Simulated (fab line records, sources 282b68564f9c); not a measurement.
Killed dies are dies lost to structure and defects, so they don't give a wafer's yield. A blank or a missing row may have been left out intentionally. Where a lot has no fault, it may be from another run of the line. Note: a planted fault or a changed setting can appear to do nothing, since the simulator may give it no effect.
One fault through the eyes of 2 desks ; flow ritCmos ; numbers are kept per desk, each desk with only its own; the story behind them comes last

== AT THE TOOL OWNER'S DESK: rieDiel-04 ==
The tool's own readings at RIT_CONTACT_ETCH_11 (etches SiO2 in CHF3/CF4/Ar, stops on TiSi2, target depth 480 nm, time 320 s): means of the sampled wafers that have a number, for each lot that ran on this tool. A lot is out of limits, marked OUT, if its mean lies more than 4 standard deviations from the usual mean; the brackets give that distance.
Columns: A = drypumpMotorCurrentA at RIT_CONTACT_ETCH_11, usual 5.9 A; B = oesProductAu at RIT_CONTACT_ETCH_11, usual 1.001 a.u.; C = throttleValvePct at RIT_CONTACT_ETCH_11, usual 8.88 %
lot;first seen here;A;B;C
L401;day 4 02:38;5.7;0.995;8.83
L409;day 5 12:07;6.1;1.003;8.82
L410;day 5 17:46;5.9;0.998;8.82
This desk's verdict: no lot among the 3 shows anything out of limits.

== METROLOGY DESK ==
Lot by lot, what the gauges showed, no matter which tool ran the lot: averages of those sampled wafers that carry a number. A lot is out of limits, marked OUT, if its mean lies more than 4 standard deviations from the usual mean; the brackets give that distance.
Columns: A = CONTACT_TEOS_THK at RIT_CONTACT_THK_MEAS_01, usual 400 nm; B = cdNm at RIT_CONTACT_CD_MEAS_08, usual 1000.2 nm; C = CONTACT_OVL at RIT_CONTACT_OVL_MEAS_09, usual -0.9 nm
lot;first seen here;A;B;C
L401;day 4 01:06;401;997.2;-3.5
L403;day 4 10:21;399;1001.4;-1.6
L409;day 5 10:29;399;1000.7;-2.3
L410;day 5 16:01;403;1000.0;-1.8
L413;day 6 02:19;395;999.0;0.3
L417;day 6 22:21;399;999.4;-1.2
This desk's verdict: no lot among the 6 shows anything out of limits.

== ALL TOGETHER ==
The desk of the tool owner found nothing out of limits.
From the metrology desk's view, nothing was out of limits.

== WHAT THE SIMULATOR HAD PUT IN ==
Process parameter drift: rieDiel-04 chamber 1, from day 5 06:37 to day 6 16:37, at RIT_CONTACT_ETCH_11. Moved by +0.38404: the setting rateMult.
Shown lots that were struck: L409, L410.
